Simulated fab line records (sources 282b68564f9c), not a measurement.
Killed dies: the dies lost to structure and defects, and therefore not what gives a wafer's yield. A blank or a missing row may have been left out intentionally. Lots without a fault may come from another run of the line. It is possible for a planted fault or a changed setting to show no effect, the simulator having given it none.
Problem report in the 8D (eight disciplines) form, filled by code	flow ritCmos	the parts of the form that need people (team, actions taken, sign-off) are left out

1. THE PROBLEM
Wafers free of any fault read 3173 (standard deviation 18) for NSD_TW at RIT_NSD_TW_MEAS_10, against a mean of 2892 on 6 wafers of 2 lots. Relative to the usual mean, that is a shift of -16 standard deviations.
First observed at day 5 18:37: wafer L664.2, on filmMetro-02. Wafers with a number at this step in the record: 42, from 14 lots. Rule for "out" (also "out of limits"): further than 4 standard deviations from the usual mean. The rest of the wafers with a number are treated as sound.

2. WHAT IT IS; WHAT IT IS NOT
question	is	is not
which readings at this step	NSD_TW	-
which lots	L664, L665	L652, L653, L654, L656, L659, L660, L661, L668, L670, L671, L672, L674
which wafers of those lots	all that have a number	-
read on which gauges	filmMetro-02, filmMetro-03	filmMetro-04
when	from day 5 18:37	up to then (21 sound wafers); but 15 sound wafers of L668, L670, L671, L672, L674 came after

3. THE SUSPECTS, EACH WITH WHAT RULES IT OUT
Counting: a tool at any process step up to the reading remains a suspect when it ran all the lots that are out and ran no sound lot after the first of those.
- ruled out: the gauge at RIT_NSD_TW_MEAS_10. Those wafers that are out were read across 2 gauges (filmMetro-02, filmMetro-03).
- implanter-04 at RIT_NSD_IMPLANT_08: kept. It processed each lot that is out, first L664 at day 5 18:18, and no sound lot thereafter; up to then, the last sound lot it processed was L660 at day 4 21:18. On those wafers its own readings are out: doseIonsCm2, faradayCurrentUA.
After counting, what remains is implanter-04 at RIT_NSD_IMPLANT_08.

4. THE CAUSE (what the simulator had put in)
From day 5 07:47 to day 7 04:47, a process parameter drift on implanter-04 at RIT_NSD_IMPLANT_08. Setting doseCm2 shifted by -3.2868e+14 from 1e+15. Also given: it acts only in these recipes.
Only this tool survived the counting.

5. SEQUENCE OF EFFECTS, ordered by route
Rows list readings where the struck wafers' mean (over those with a number) sits beyond 3 standard deviations from the usual. Only readings for which the record gives a usual standard deviation are gone through. hours: the time from each lot's start at the first step in this table that gives one to its start at this step, as a median over the lots. sigmas: the change in usual standard deviations.
hours	step	reading	usual	on struck wafers	change	sigmas
0	RIT_NSD_IMPLANT_08	doseIonsCm2	9.998e+14	6.707e+14	-3.291e+14	-99 or more
0	RIT_NSD_IMPLANT_08	faradayCurrentUA	3134	2125	-1009	-17
0	RIT_NSD_TW_MEAS_10	NSD_TW	3173	2892	-281	-16
2	RIT_SDANNEAL_RS_MEAS_05	NSD_RS	84.71 ohm/sq	116.97	+32.26	+99 or more
Here are the process steps it includes:
- RIT_NSD_IMPLANT_08

6. HOW IT WOULD HAVE BEEN CAUGHT EARLIER
11 hours passed between the start of the fault at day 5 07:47 and the first reading out of limits at a measuring or inspecting step in this record, taken at day 5 18:37.
At RIT_NSD_IMPLANT_08, the tool's own readings (doseIonsCm2, faradayCurrentUA) were out on each struck wafer the step has a row for, so an alarm limit on them would have fired on the first such wafer.
Among the 2 lots that are out, L665 began RIT_NSD_IMPLANT_08 on implanter-04 after day 5 18:37. Putting the tool on hold at that point would have spared it.
